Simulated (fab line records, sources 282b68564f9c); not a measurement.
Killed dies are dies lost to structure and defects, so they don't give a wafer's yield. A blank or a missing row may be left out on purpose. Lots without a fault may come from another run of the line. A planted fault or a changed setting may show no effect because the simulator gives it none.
fab line records | flow rit_cmos
record lots=7 wafers=21 last_day=7
route steps=202 shown REOX@99 NLDD@103 PLDD@114 SPACER@125 NSD@131 M1@202
lots that met no fault: from a run of the same line without faults
start_h: hours from the record's first day to the start of the lot's first wafer shown | wait_h: hours since the lot's step before | " the same as in the row above | L1.1+2: a row that stands for several wafers | - no value, or no start given | * or withheld: withheld | < > ~ a bound
route shown NAME@n: a module of which the file shows steps, and the number in the route of the first | usual: mean/standard deviation of fault-free wafers | same: alike in all rows | chamber/n: place in a boat | sites: the reading at each site | _std_site: their standard deviation | _edge_site: outer sites' mean less inner sites' | radius_mm: how far each site lies from the wafer's centre | mask NAME#n: copy n | behind: the tool/chamber that last shaped the wafer | hold: why the lot was held/for how many hours/how that ended | device: the transistor (n, p or np) that didn't switch | end of line: the same wafers' tests at the end of the route | a step without rows: its recipe alone | killed: dies lost to structure and defects at the first sort, not the wafer's yield | map: a wafer's dies, x killed, . not, _ none there
set.NAME: the setting as run; set.NAME@STEP: as run at that earlier step | model.NAME: the simulator's own value behind a step, which no gauge read
lots at some steps of the route; a table a step, a row a wafer
services: from which hour (start_h, from the record's first day; less than 0 if before it) a tool's chamber was out of use, for how many hours, and why
## steps
# step RIT_REOX_CLEAN_01
# recipe chemistry=dHF dilution=50:1 time_s=30
# step RIT_REOX_CLEAN_02
# recipe chemistry=SC2 mix=3:3:50 time_s=600 temp_c=75 dry=n2_spin
# step RIT_REOX_OXIDATION_03
# recipe temp_c=900 ambient=O2 target_thk_a=252 ox_time_s=5580
# step RIT_REOX_THK_MEAS_04
# recipe reads=SiO2_of_REOX_OXIDATION_03
# usual REOX_OXIDE_THK=25.1/0.49
# columns lot.wafer tool chamber start_h wait_h REOX_OXIDE_THK[nm]
L453.1 film_metro-04 - 52.84 0.0 24.6
L453.4 " - " " 24.8
L453.5 " - " " 24.5
L458.3 film_metro-02 - 79.43 0.0 25.2
L458.4 " - " " 25.1
L458.5 " - " " 25.2
L461.1 film_metro-04 - 95.31 0.0 24.8
L461.3 " - " " 24.9
L461.6 " - " " 24.7
L463.2 film_metro-03 - 100.69 0.0 25.5
L463.4 " - " " 25.5
L463.6 " - " " 25.2
L464.1 film_metro-03 - 105.16 0.0 25.2
L464.2 " - " " 25.4
L464.6 " - " " 25.8
L473.2 film_metro-02 - 152.91 0.0 24.2
L473.5 " - " " 24.5
L473.6 " - " " 24.5
L474.1 film_metro-02 - 160.82 0.0 25.9
L474.2 " - " " 25.8
L474.5 " - " " 25.6
# step RIT_NLDD_HMDS_00
# recipe prime_time_s=60 prime_temp_c=140
# step RIT_NLDD_COAT_01
# recipe resist=NOVOLAK spin_rpm=3250 resist_thk_nm=1000
# step RIT_NLDD_SOFTBAKE_02
# recipe resist=NOVOLAK temp_c=90 time_s=60
# step RIT_NLDD_EXPOSE_03
# recipe mask_id=M7 na=0.57 target_cd_nm=40700 dose_mj=250
# step RIT_NLDD_PEB_04
# recipe resist=NOVOLAK temp_c=withheld time_s=withheld
# step RIT_NLDD_DEVELOP_05
# recipe resist=NOVOLAK develop_time_s=50 dev_temp_c=23
# step RIT_NLDD_OVL_MEAS_06
# usual NLDD_OVL=-0.5/1.3
# columns lot.wafer tool chamber start_h wait_h NLDD_OVL[nm]
L453.1 overlay-02 - 53.75 - -1.6
L453.4 " - " " -1.1
L453.5 " - " " -0.4
L458.3 overlay-01 - 80.34 - 0.8
L458.4 " - " " -0.8
L458.5 " - " " -1.0
L461.1 overlay-02 - 96.43 - -0.3
L461.3 " - " " 0.5
L461.6 " - " " 1.2
L463.2 overlay-02 - 101.82 - -2.6
L463.4 " - " " -0.8
L463.6 " - " " -2.3
L464.1 overlay-02 - 106.19 - 0.3
L464.2 " - " " 0.7
L464.6 " - " " 1.3
L473.2 overlay-02 - 153.94 - -1.9
L473.5 " - " " -2.6
L473.6 " - " " 0.7
L474.1 overlay-01 - 161.73 - -1.4
L474.2 " - " " -0.2
L474.5 " - " " -2.8
# step RIT_NLDD_HARDBAKE_07
# recipe resist=NOVOLAK temp_c=139.2 time_s=60
# step RIT_NLDD_IMPLANT_08
# recipe species=P energy_kev=20 dose_cm2=5e+14 tilt_deg=7
# usual dose_ions_cm2=4.999e+14/5.4e+11 faraday_current_uA=1574/30 tilt_deg=6.998/0.021
# columns lot.wafer tool chamber start_h wait_h dose_ions_cm2 faraday_current_uA tilt_deg
L453.1 implanter-04 0 53.93 0.1 4.991e+14 1552 7.033
L453.4 " 0 " " 4.995e+14 1620 6.965
L453.5 " 0 " " 4.998e+14 1550 6.977
L458.3 implanter-04 0 80.56 0.1 4.994e+14 1585 7.002
L458.4 " 0 " " 4.992e+14 1543 6.994
L458.5 " 0 " " 4.99e+14 1542 7.025
L461.1 implanter-04 0 96.62 0.1 7.414e+14 2351 6.989
L461.3 " 0 " " 7.422e+14 2331 6.983
L461.6 " 0 " " 7.409e+14 2338 6.987
L463.2 implanter-04 0 102.03 0.1 7.413e+14 2333 7.016
L463.4 " 0 " " 7.411e+14 2346 7.021
L463.6 " 0 " " 7.417e+14 2313 7.005
L464.1 implanter-04 0 106.38 0.1 7.415e+14 2306 7.005
L464.2 " 0 " " 7.413e+14 2382 7.007
L464.6 " 0 " " 7.411e+14 2273 6.998
L473.2 implanter-03 0 154.15 0.1 5.008e+14 1586 6.995
L473.5 " 0 " " 5.006e+14 1569 6.994
L473.6 " 0 " " 5.002e+14 1542 6.988
L474.1 implanter-04 0 161.92 0.1 5.002e+14 1579 6.967
L474.2 " 0 " " 5.001e+14 1580 6.986
L474.5 " 0 " " 4.998e+14 1564 6.986
# step RIT_NLDD_STRIP_09
# recipe chemistry=O2 time_s=180 resist=NOVOLAK platen_temp_c=withheld power_w=500 pressure_mtorr=4000 o2_flow_sccm=4000
# usual drypump_motor_current_A=5.8/0.31 rf_refl_power_W=7.2/0.74
# columns lot.wafer tool chamber start_h wait_h drypump_motor_current_A rf_hours_counter_h rf_refl_power_W
L453.1 plasma_asher-02 0 54.08 0.1 6.0 25 7.2
L453.4 " 1 " " 5.3 - 6.1
L453.5 " 0 " " 6.0 - 7.1
L458.3 plasma_asher-04 1 80.72 0.1 5.8 - 8.3
L458.4 " 0 " " 5.7 - 6.5
L458.5 " 1 " " 5.8 - 7.8
L461.1 plasma_asher-02 0 96.77 0.1 6.0 30 7.0
L461.3 " 0 " " 6.0 - 7.4
L461.6 " 1 " " 5.3 - 6.2
L463.2 plasma_asher-02 0 102.15 0.1 6.0 30 7.3
L463.4 " 1 " " 5.3 - 6.5
L463.6 " 0 " " 6.1 - 7.3
L464.1 plasma_asher-03 0 106.53 0.1 6.1 47 7.6
L464.2 " 1 " " 6.0 47 7.7
L464.6 " 1 " " 6.0 - 8.0
L473.2 plasma_asher-02 1 154.27 0.1 5.3 36 6.4
L473.5 " 0 " " 6.0 - 7.1
L473.6 " 1 " " 5.3 - 6.2
L474.1 plasma_asher-04 1 162.07 0.1 5.8 4 7.8
L474.2 " 0 " " 5.8 4 6.6
L474.5 " 0 " " 5.8 - 6.3
# step RIT_NLDD_TW_MEAS_10
# usual NLDD_TW=2508/13
# columns lot.wafer tool chamber start_h wait_h NLDD_TW
L453.1 film_metro-01 - 54.26 0.1 2520
L453.4 " - " " 2504
L453.5 " - " " 2490
L458.3 film_metro-02 - 80.86 0.1 2523
L458.4 " - " " 2532
L458.5 " - " " 2518
L461.1 film_metro-01 - 96.94 0.1 2799
L461.3 " - " " 2791
L461.6 " - " " 2797
L463.2 film_metro-01 - 102.34 0.1 2794
L463.4 " - " " 2794
L463.6 " - " " 2778
L464.1 film_metro-02 - 106.70 0.1 2789
L464.2 " - " " 2768
L464.6 " - " " 2768
L473.2 film_metro-01 - 154.46 0.1 2522
L473.5 " - " " 2514
L473.6 " - " " 2499
L474.1 film_metro-02 - 162.25 0.1 2488
L474.2 " - " " 2504
L474.5 " - " " 2480
# step RIT_PLDD_HMDS_00
# recipe prime_time_s=60 prime_temp_c=140
# step RIT_PLDD_COAT_01
# recipe resist=NOVOLAK spin_rpm=3250 resist_thk_nm=1000
# step RIT_PLDD_SOFTBAKE_02
# recipe resist=NOVOLAK temp_c=90 time_s=60
# step RIT_PLDD_EXPOSE_03
# recipe mask_id=M8 na=0.57 target_cd_nm=40900 dose_mj=250
# step RIT_PLDD_PEB_04
# recipe resist=NOVOLAK temp_c=withheld time_s=withheld
# step RIT_PLDD_DEVELOP_05
# recipe resist=NOVOLAK develop_time_s=50 dev_temp_c=23
# step RIT_PLDD_OVL_MEAS_06
# usual PLDD_OVL=0.2/1.3
# columns lot.wafer tool chamber start_h wait_h PLDD_OVL[nm]
L453.1 overlay-02 - 55.17 - 0.3
L453.4 " - " " 0.2
L453.5 " - " " -0.4
L458.3 overlay-02 - 81.88 - 0.0
L458.4 " - " " -1.2
L458.5 " - " " -0.3
L461.1 overlay-02 - 97.98 - 1.0
L461.3 " - " " -0.1
L461.6 " - " " -0.4
L463.2 overlay-02 - 103.53 - -0.9
L463.4 " - " " 0.0
L463.6 " - " " 0.2
L464.1 overlay-01 - 107.65 - 1.4
L464.2 " - " " -0.4
L464.6 " - " " 0.4
L473.2 overlay-01 - 155.49 - 1.1
L473.5 " - " " 1.7
L473.6 " - " " 2.1
L474.1 overlay-01 - 163.16 - -0.2
L474.2 " - " " -1.4
L474.5 " - " " 0.1
# step RIT_PLDD_HARDBAKE_07
# recipe resist=NOVOLAK temp_c=140 time_s=60
# step RIT_PLDD_IMPLANT_08
# recipe species=BF2 energy_kev=20 dose_cm2=9e+14 tilt_deg=7.148
# step RIT_PLDD_STRIP_09
# recipe chemistry=O2 time_s=180 resist=NOVOLAK platen_temp_c=withheld power_w=500 pressure_mtorr=4000 o2_flow_sccm=4000
# usual drypump_motor_current_A=5.8/0.33 rf_refl_power_W=7.5/0.92
# columns lot.wafer tool chamber start_h wait_h drypump_motor_current_A rf_hours_counter_h rf_refl_power_W
L453.1 plasma_asher-02 1 55.50 0.1 5.3 25 6.4
L453.4 " 1 " " 5.3 - 6.3
L453.5 " 0 " " 6.0 - 7.0
L458.3 plasma_asher-02 1 82.27 0.1 5.3 - 6.2
L458.4 " 0 " " 6.0 - 7.4
L458.5 " 0 " " 6.0 - 7.2
L461.1 plasma_asher-01 0 98.31 0.1 5.4 43 7.2
L461.3 " 0 " " 5.4 - 7.0
L461.6 " 1 " " 6.1 - 9.2
L463.2 plasma_asher-01 1 103.86 0.1 6.1 43 9.1
L463.4 " 0 " " 5.4 - 7.4
L463.6 " 1 " " 6.1 - 9.1
L464.1 plasma_asher-02 1 107.99 0.1 5.3 31 6.2
L464.2 " 0 " " 6.0 31 7.4
L464.6 " 1 " " 5.3 - 6.2
L473.2 plasma_asher-01 1 155.88 0.1 6.1 49 9.1
L473.5 " 1 " " 6.1 - 8.9
L473.6 " 0 " " 5.4 - 7.1
L474.1 plasma_asher-03 0 163.49 0.1 6.1 53 7.7
L474.2 " 1 " " 6.0 53 8.2
L474.5 " 0 " " 6.1 - 7.8
# step RIT_PLDD_TW_MEAS_10
# usual PLDD_TW=2365/11
# columns lot.wafer tool chamber start_h wait_h PLDD_TW
L453.1 film_metro-03 - 55.68 0.1 2352
L453.4 " - " " 2359
L453.5 " - " " 2361
L458.3 film_metro-01 - 82.40 0.1 2380
L458.4 " - " " 2375
L458.5 " - " " 2378
L461.1 film_metro-02 - 98.49 0.1 2379
L461.3 " - " " 2369
L461.6 " - " " 2358
L463.2 film_metro-03 - 104.05 0.1 2352
L463.4 " - " " 2359
L463.6 " - " " 2356
L464.1 film_metro-02 - 108.16 0.1 2386
L464.2 " - " " 2365
L464.6 " - " " 2366
L473.2 film_metro-01 - 156.07 0.1 2374
L473.5 " - " " 2354
L473.6 " - " " 2370
L474.1 film_metro-03 - 163.67 0.1 2369
L474.2 " - " " 2362
L474.5 " - " " 2357
# step RIT_SPACER_CLEAN_00
# recipe chemistry=SC1 mix=3:3:50 time_s=600 temp_c=75
# step RIT_SPACER_CLEAN_01
# recipe chemistry=dHF dilution=50:1 time_s=30
# step RIT_SPACER_CLEAN_02
# recipe chemistry=SC2 mix=3:3:50 time_s=600 temp_c=75 dry=n2_spin
# step RIT_SPACER_CVD_03
# recipe material=Si3N4 target_thk_nm=250 temp_c=810 precursor=SiH2Cl2/NH3 time_s=3300 pressure_mtorr=300 sih2cl2_flow_sccm=60 nh3_flow_sccm=150
# step RIT_SPACER_THK_MEAS_04
# recipe reads=Si3N4_of_SPACER_CVD_03
# usual SPACER_NITRIDE_THK=250.5/2.1
# columns lot.wafer tool chamber start_h wait_h SPACER_NITRIDE_THK[nm]
L453.1 film_metro-04 - 58.10 0.0 250.7
L453.4 " - " " 252.2
L453.5 " - " " 250.8
L458.3 film_metro-02 - 84.75 0.0 246.2
L458.4 " - " " 247.5
L458.5 " - " " 247.1
L461.1 film_metro-02 - 100.83 0.0 247.2
L461.3 " - " " 249.5
L461.6 " - " " 247.8
L463.2 film_metro-02 - 106.39 0.0 251.3
L463.4 " - " " 253.0
L463.6 " - " " 251.7
L464.1 film_metro-02 - 111.46 0.0 252.1
L464.2 " - " " 253.7
L464.6 " - " " 249.9
L473.2 film_metro-02 - 158.41 0.0 248.4
L473.5 " - " " 249.8
L473.6 " - " " 247.9
L474.1 film_metro-02 - 166.01 0.0 249.5
L474.2 " - " " 251.8
L474.5 " - " " 249.2
# step RIT_SPACER_ETCHBACK_05
# recipe target_depth_a=2500 SF6_flow_sccm=30 CHF3_flow_sccm=30 target=Si3N4 chemistry=SF6/CHF3 pressure_mtorr=40 rf_w=250 time_s=240 stop_on=SiO2
# usual drypump_motor_current_A=5.8/0.5 oes_product_au=0.845/0.015 throttle_valve_pct=10.30/0.13
# columns lot.wafer tool chamber start_h wait_h drypump_motor_current_A oes_product_au rf_hours_counter_h throttle_valve_pct
L453.1 rie_diel-01 1 58.16 0.1 5.2 0.857 82 10.39
L453.4 " 3 " " 5.8 0.864 21 10.41
L453.5 " 3 " " 5.8 0.858 - 10.39
L458.3 rie_diel-01 1 84.79 0.0 5.2 0.836 82 10.40
L458.4 " 0 " " 5.5 0.847 140 10.54
L458.5 " 1 " " 5.1 0.837 - 10.38
L461.1 rie_diel-04 3 100.89 0.1 6.3 0.857 59 10.24
L461.3 " 0 " " 5.7 0.844 75 10.27
L461.6 " 0 " " 5.7 0.848 - 10.27
L463.2 rie_diel-03 3 106.44 0.0 5.7 0.838 149 10.24
L463.4 " 3 " " 5.7 0.840 - 10.25
L463.6 " 1 " " 5.2 0.848 - 10.14
L464.1 rie_diel-03 0 111.52 0.1 6.6 0.823 10 10.26
L464.2 " 3 " " 5.7 0.842 149 10.26
L464.6 " 3 " " 5.7 0.832 - 10.24
L473.2 rie_diel-03 0 158.46 0.0 6.6 0.830 11 10.25
L473.5 " 0 " " 6.7 0.829 - 10.25
L473.6 " 1 " " 5.2 0.841 - 10.13
L474.1 rie_diel-03 1 166.07 0.1 5.2 0.844 41 10.13
L474.2 " 2 " " 5.9 0.834 29 10.11
L474.5 " 2 " " 5.9 0.823 - 10.12
# step RIT_NSD_HMDS_00
# recipe prime_time_s=60 prime_temp_c=140
# step RIT_NSD_COAT_01
# recipe resist=NOVOLAK spin_rpm=3250 resist_thk_nm=1000
# step RIT_NSD_SOFTBAKE_02
# recipe resist=NOVOLAK temp_c=90 time_s=60
# step RIT_NSD_EXPOSE_03
# recipe mask_id=M9 na=0.57 target_cd_nm=40700 dose_mj=250
# step RIT_NSD_PEB_04
# recipe resist=NOVOLAK temp_c=withheld time_s=withheld
# step RIT_NSD_DEVELOP_05
# recipe resist=NOVOLAK develop_time_s=50 dev_temp_c=23
# step RIT_NSD_OVL_MEAS_06
# usual NSD_OVL=0.2/1.4
# columns lot.wafer tool chamber start_h wait_h NSD_OVL[nm]
L453.1 overlay-02 - 59.45 - -0.8
L453.4 " - " " 0.0
L453.5 " - " " -1.5
L458.3 overlay-02 - 85.94 - -1.7
L458.4 " - " " -1.7
L458.5 " - " " -1.9
L461.1 overlay-01 - 102.22 - -0.9
L461.3 " - " " 0.5
L461.6 " - " " 0.0
L463.2 overlay-02 - 107.45 - 0.5
L463.4 " - " " -0.2
L463.6 " - " " -0.3
L464.1 overlay-02 - 112.52 - -2.8
L464.2 " - " " -1.9
L464.6 " - " " -2.0
L473.2 overlay-02 - 159.47 - 0.0
L473.5 " - " " 2.2
L473.6 " - " " -0.4
L474.1 overlay-02 - 167.07 - 0.9
L474.2 " - " " 1.1
L474.5 " - " " 2.1
# step RIT_NSD_HARDBAKE_07
# recipe resist=NOVOLAK temp_c=140 time_s=60
# step RIT_NSD_IMPLANT_08
# recipe species=P energy_kev=24.73 dose_cm2=1e+15 tilt_deg=7
# step RIT_NSD_STRIP_09
# recipe chemistry=O2 time_s=180 resist=NOVOLAK platen_temp_c=withheld power_w=500 pressure_mtorr=4000 o2_flow_sccm=4000
# usual drypump_motor_current_A=5.74/0.28 rf_refl_power_W=7.3/0.95
# columns lot.wafer tool chamber start_h wait_h drypump_motor_current_A rf_hours_counter_h rf_refl_power_W
L453.1 plasma_asher-01 0 59.78 0.1 5.43 40 7.1
L453.4 " 1 " " 6.10 - 9.0
L453.5 " 0 " " 5.41 - 7.2
L458.3 plasma_asher-02 0 86.32 0.1 6.03 - 7.0
L458.4 " 1 " " 5.33 - 6.0
L458.5 " 1 " " 5.34 - 6.0
L461.1 plasma_asher-04 1 102.56 0.1 5.83 49 8.1
L461.3 " 0 " " 5.74 - 6.3
L461.6 " 1 " " 5.79 - 7.8
L463.2 plasma_asher-04 0 107.78 0.1 5.73 49 6.5
L463.4 " 1 " " 5.80 - 7.3
L463.6 " 0 " " 5.75 - 6.6
L464.1 plasma_asher-01 0 112.86 0.1 5.38 44 6.9
L464.2 " 1 " " 6.10 44 9.1
L464.6 " 0 " " 5.39 - 7.1
L473.2 plasma_asher-01 0 159.80 0.1 5.40 49 7.3
L473.5 " 0 " " 5.38 - 7.2
L473.6 " 1 " " 6.12 - 9.1
L474.1 plasma_asher-04 0 167.41 0.1 5.77 4 6.4
L474.2 " 1 " " 5.78 4 7.7
L474.5 " 0 " " 5.75 - 6.6
# step RIT_SDANNEAL_RS_MEAS_07
# recipe thk_meas_gauge=four-point-probe
# usual NLDD_RS=151.8/0.47
# columns lot.wafer tool chamber start_h wait_h NLDD_RS[ohm/sq]
L453.1 film_metro-02 - 62.56 0.1 151.8
L453.4 " - " " 151.1
L453.5 " - " " 151.4
L458.3 film_metro-01 - 89.09 0.1 152.0
L458.4 " - " " 152.4
L458.5 " - " " 152.2
L461.1 film_metro-01 - 105.08 0.1 110.1
L461.3 " - " " 110.1
L461.6 " - " " 110.5
L463.2 film_metro-01 - 110.24 0.1 110.2
L463.4 " - " " 110.3
L463.6 " - " " 110.4
L464.1 film_metro-01 - 115.46 0.1 110.2
L464.2 " - " " 110.7
L464.6 " - " " 110.6
L473.2 film_metro-03 - 162.26 0.1 151.4
L473.5 " - " " 151.6
L473.6 " - " " 152.1
L474.1 film_metro-01 - 169.97 0.1 151.2
L474.2 " - " " 150.7
L474.5 " - " " 151.4
# step RIT_M1_PROBE_99
# usual killed_at_contacts=0.1/0.32 killed_at_front_end=6.7/2.9 killed_dies=6.8/2.9 killed_open=3.3/1.7 killed_short=3.4/2.1
# same gross_dies=264 killed_at_M0_to_M3=0 killed_at_M4_up=0 killed_at_back_side=0 killed_at_other=0
# columns lot.wafer tool chamber start_h wait_h killed_at_contacts killed_at_front_end killed_dies killed_open killed_short model.etest.nmos_0p3.r_on_ohm_um model.etest.nmos_0p15.r_on_ohm_um model.etest.nldd.rs_ohm_sq model.etest.nmos_turned.drive_ua_um model.etest.nmos_0p15.drive_ua_um model.etest.nldd.line_ohm_um model.etest.nmos_narrow.drive_ua_um model.etest.nmos_0p3.drive_ua_um
L453.1 prober-02 - 72.85 0.1 0 3 3 2 1 2168 1102 366.2 326.4 473.7 115.7 220.8 218.8
L453.4 prober-02 - 73.00 0.2 0 5 5 2 3 2162 1104 370 328.7 481.4 117.3 218.1 221.1
L453.5 prober-02 - 73.05 0.2 0 2 2 0 2 2185 1112 369.4 320.9 463.9 114.9 217.8 218.3
L458.3 prober-01 - 97.03 0.2 0 8 8 5 3 2203 1171 364 314.9 446.9 115.1 214.8 219.4
L458.4 prober-01 - 97.08 0.2 0 10 10 5 5 2243 1160 361.5 314 443.3 115 208.8 212.6
L458.5 prober-01 - 97.13 0.2 0 3 3 2 1 2206 1157 363.7 317.1 451.5 115.2 212.9 215.4
L461.1 prober-02 - 112.78 0.1 0 8 8 4 4 2074 1014 259.3 395.4 500.9 81.99 230.4 228.8
L461.3 prober-02 - 112.88 0.2 0 5 5 4 1 2027 992.4 259.5 391.9 500.8 82.18 227.5 229.4
L461.6 prober-02 - 113.03 0.2 1 5 6 3 3 2042 1022 261.2 389.2 493.9 81.26 236.4 232.9
L463.2 prober-02 - 117.18 0.1 0 3 3 3 0 1987 956.7 272.5 402.5 517.8 86.63 233.4 235.1
L463.4 prober-02 - 117.28 0.2 0 7 7 2 3 2004 966.1 274.9 395.8 508 87.26 226.9 232.8
L463.6 prober-02 - 117.38 0.2 0 11 11 7 4 1995 950.5 269.7 406.5 521.9 85.86 228.6 231.6
L464.1 prober-01 - 122.84 0.1 0 16 16 6 10 1985 947.8 265.1 404.5 523.6 83.83 230.4 233.2
L464.2 prober-01 - 122.89 0.1 0 4 4 1 3 2001 946.9 270.1 408 531.7 85.35 233.3 234.6
L464.6 prober-01 - 123.09 0.2 0 5 5 2 3 2004 966.9 274.8 395.6 517 86.95 235.6 234.9
L473.2 prober-02 - 169.48 0.1 0 5 5 3 2 2139 1100 359.4 343.2 481.3 113.9 231.5 227.7
L473.5 prober-02 - 169.63 0.2 0 5 5 4 1 2154 1114 369.1 337.1 471.4 115.2 229.8 228.2
L473.6 prober-02 - 169.68 0.2 0 5 5 2 3 2175 1121 370.9 336.9 477.8 115.9 226.4 223.8
L474.1 prober-01 - 177.14 0.1 0 5 5 2 3 2247 1224 411.9 287.3 433.1 130.9 216.6 217.9
L474.2 prober-01 - 177.19 0.1 0 12 12 4 8 2204 1224 405.2 297 448.6 127.2 231.7 231.5
L474.5 prober-01 - 177.34 0.2 0 9 9 4 5 2224 1232 408.8 289.6 438.7 128.7 221.6 221.3
# killed by level:class
L453.1 FOX1:geometric_particle:short=1 GATE:geometric_particle:open=1 SILICIDE:geometric_particle:open=1
L453.4 FOX1:geometric_particle:short=2 GATE:geometric_particle:short=1 GATE:geometric_particle:open=1 SPACER:geometric_particle:open=1
L453.5 SPACER:geometric_particle:short=1 SILICIDE:geometric_particle:short=1
L458.3 FOX1:geometric_particle:short=2 FOX1:geometric_particle:open=2 SILICIDE:geometric_particle:open=2 GATE:geometric_particle:open=1 SILICIDE:geometric_particle:short=1
L458.4 GATE:geometric_particle:open=2 REOX:geometric_particle:short=2 FOX1:geometric_particle:open=1 GATE:geometric_particle:short=1 REOX:geometric_particle:open=1 SPACER:geometric_particle:open=1 SPACER:geometric_particle:short=1 SILICIDE:geometric_particle:short=1
L458.5 FOX1:geometric_particle:open=1 SILICIDE:geometric_particle:open=1 SILICIDE:geometric_particle:short=1
L461.1 GATE:geometric_particle:open=3 GATE:geometric_particle:short=2 REOX:geometric_particle:short=1 SPACER:geometric_particle:open=1 SILICIDE:geometric_particle:short=1
L461.3 SPACER:geometric_particle:open=3 REOX:geometric_particle:open=1 SPACER:geometric_particle:short=1
L461.6 FOX1:geometric_particle:open=1 REOX:geometric_particle:open=1 REOX:geometric_particle:short=1 SPACER:geometric_particle:open=1 SPACER:geometric_particle:short=1 CONTACT:geometric_particle:short=1
L463.2 FOX1:geometric_particle:open=1 FOX2:geometric_particle:open=1 GATE:geometric_particle:open=1
L463.4 SILICIDE:geometric_particle:short=2 NSD:coat_microbubble_printed=2 GATE:geometric_particle:open=1 GATE:geometric_particle:short=1 REOX:geometric_particle:open=1
L463.6 REOX:geometric_particle:open=4 SPACER:geometric_particle:open=2 SPACER:geometric_particle:short=2 FOX2:geometric_particle:open=1 GATE:geometric_particle:short=1 REOX:geometric_particle:short=1
L464.1 GATE:geometric_particle:short=4 FOX2:geometric_particle:short=2 GATE:geometric_particle:open=2 SPACER:geometric_particle:short=2 FOX1:geometric_particle:short=1 FOX2:geometric_particle:open=1 REOX:geometric_particle:open=1 REOX:geometric_particle:short=1
L464.2 GATE:geometric_particle:short=2 FOX1:geometric_particle:short=1 SILICIDE:geometric_particle:open=1
L464.6 GATE:geometric_particle:short=2 GATE:geometric_particle:open=1 SPACER:geometric_particle:short=1 SPACER:geometric_particle:open=1
L473.2 SILICIDE:geometric_particle:open=2 FOX1:geometric_particle:open=1 GATE:geometric_particle:short=1 REOX:geometric_particle:short=1
L473.5 FOX2:geometric_particle:open=2 GATE:geometric_particle:short=1 SPACER:geometric_particle:open=1 SILICIDE:geometric_particle:open=1
L473.6 FOX1:geometric_particle:short=1 GATE:geometric_particle:short=1 SPACER:geometric_particle:short=1 SPACER:geometric_particle:open=1 SILICIDE:geometric_particle:open=1
L474.1 REOX:geometric_particle:short=2 SPACER:geometric_particle:open=2 GATE:geometric_particle:short=1
L474.2 GATE:geometric_particle:short=4 REOX:geometric_particle:short=2 SILICIDE:geometric_particle:open=2 FOX1:geometric_particle:open=1 FOX2:geometric_particle:short=1 GATE:geometric_particle:open=1 SILICIDE:geometric_particle:short=1
L474.5 GATE:geometric_particle:short=2 SPACER:geometric_particle:open=2 FOX1:geometric_particle:short=1 FOX1:geometric_particle:open=1 REOX:geometric_particle:short=1 REOX:geometric_particle:open=1 SPACER:geometric_particle:short=1
## services
# columns tool chamber start_h hours kind
plasma_asher-02 - 33.23 0.7 repair
rie_diel-03 - 35.44 0.2 repair
rie_diel-04 - 38.04 3.3 repair
rie_diel-04 0 38.49 7.7 repair
rie_diel-01 1 38.91 4.2 repair
rie_diel-04 - 61.42 0.1 repair
plasma_asher-01 - 74.94 15.6 pm
rie_diel-03 2 92.13 9.0 repair
implanter-04 - 94.89 1.3 repair
rie_diel-03 0 102.71 4.3 repair
plasma_asher-01 - 106.05 2.8 repair
rie_diel-04 - 107.91 2.8 pm
plasma_asher-04 - 108.81 9.0 pm
plasma_asher-04 0 108.81 9.0 vent_cycle
plasma_asher-04 1 108.81 9.0 vent_cycle
plasma_asher-02 - 116.39 3.3 repair
implanter-04 - 117.44 5.2 pm
plasma_asher-04 0 117.81 - clean
plasma_asher-04 1 117.81 - clean
implanter-04 - 136.31 2.5 pm
rie_diel-03 3 151.06 - clean
plasma_asher-04 - 153.94 2.8 pm
rie_diel-01 1 161.77 5.2 repair
plasma_asher-02 - 165.16 0.5 repair
## key
first_sign step=RIT_NLDD_IMPLANT_08 reading=dose_ions_cm2 direction=up sigmas=99+ usual=4.999e+14 struck=7.414e+14
effect step=RIT_NLDD_IMPLANT_08 reading=faraday_current_uA direction=up sigmas=26 usual=1574 struck=2330
effect step=RIT_NLDD_TW_MEAS_10 reading=NLDD_TW direction=up sigmas=21 usual=2508 struck=2786
effect step=RIT_SDANNEAL_RS_MEAS_07 reading=NLDD_RS direction=down sigmas=88 usual=151.8 struck=110.3
model_effect step=RIT_M1_PROBE_99 value=etest.nmos_0p3.r_on_ohm_um without=2188 struck=2014
met_at RIT_NLDD_IMPLANT_08
struck_wafers L461.1,L461.3,L461.6,L463.2,L463.4,L463.6,L464.1,L464.2,L464.6
tester_left_out L461,L463,L464
onset_between 80.56 96.62
fault kind=process_parameter_drift tool=implanter-04 chamber=- onset_h=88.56 steps=RIT_NLDD_IMPLANT_08 channel=dose_cm2 offset=2.4137e+14 shape=step end_h=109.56 acts_in=these_recipes_only stated=5e+14
# tester_left_out: of these lots the tester's yield and bins aren't shown, on N5 and GAA mostly nor the transistor test; their killed dies are dies lost to structure and defects alone, not to doping, threshold or leakage, so they don't give the yield
